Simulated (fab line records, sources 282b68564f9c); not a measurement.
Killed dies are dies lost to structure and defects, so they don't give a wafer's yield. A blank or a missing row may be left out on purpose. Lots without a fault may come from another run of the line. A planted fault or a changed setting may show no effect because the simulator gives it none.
Problem report in the 8D (eight disciplines) form, filled by code | flow rit_cmos | the parts of the form that need people (team, actions taken, sign-off) are left out

1. THE PROBLEM
run_length_s at RIT_CONTACT_STRIP_12 reads a mean of 200.3 s on 9 wafers of 3 lots; wafers without a fault read 208.3 s with a standard deviation of 0.41. That is -20 standard deviations from the usual mean.
The step: strips in O2, time 180 s.
First seen on wafer L108.1, day 5 13:18, on plasma_asher-01. The record holds 21 wafers of 7 lots with a number at this step. Rule for "out", or "out of limits": more than 4 standard deviations from the usual mean. The other wafers with a number count as sound.

2. WHAT IT IS AND WHAT IT IS NOT
question                    | is                     | is not
which readings at this step | run_length_s           | drypump_motor_current_A
which lots                  | L108, L111, L112       | L107, L117, L118, L998
which wafers of those lots  | all that have a number | -
read on which tools         | plasma_asher-01        | plasma_asher-02, plasma_asher-03
when                        | from day 5 13:18       | up to then (6 sound wafers); but 6 sound wafers of L117, L118 came after

3. SUSPECTS, AND WHAT RULES EACH OUT
Counting: a tool at a process step up to the reading stays a suspect if it ran every lot that is out and no sound lot after the first of them.
- plasma_asher-01 at RIT_CONTACT_STRIP_12 (strips in O2, time 180 s): kept. It ran every lot that is out, first L108 (day 5 13:18), and no sound lot after that; its last sound lot up to then is L107 (day 5 07:59). Its own readings are out on those wafers: run_length_s.
Left after counting: plasma_asher-01 at RIT_CONTACT_STRIP_12.

4. THE CAUSE (what the simulator had put in)
Process parameter drift: plasma_asher-01, from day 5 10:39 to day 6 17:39, at RIT_CONTACT_STRIP_12. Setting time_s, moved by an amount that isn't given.
Counting left only this tool.

5. THE CHAIN OF EFFECTS, in route order
Each row: a reading whose mean over the struck wafers that have a number lies more than 3 standard deviations from the usual. Only readings for which the record gives a usual standard deviation are gone through. hours: the time from each lot's start at the first step in this table that gives one to its start at this step, as a median over the lots. sigmas: the change in usual standard deviations.
hours | step                 | reading      | usual   | on struck wafers | change | sigmas
0     | RIT_CONTACT_STRIP_12 | run_length_s | 208.3 s | 200.3            | -8.0   | -20
The process steps in it:
- RIT_CONTACT_STRIP_12: strips in O2, time 180 s.
Later measuring or inspecting steps at which every struck wafer that the step has a row for has a number for every such reading, and none has moved that far: RIT_CONTACT_CD_MEAS_90.

6. WHAT WOULD HAVE CAUGHT IT SOONER
In this record the first reading out of limits was taken at day 5 13:18, 3 hours after the fault began at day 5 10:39.
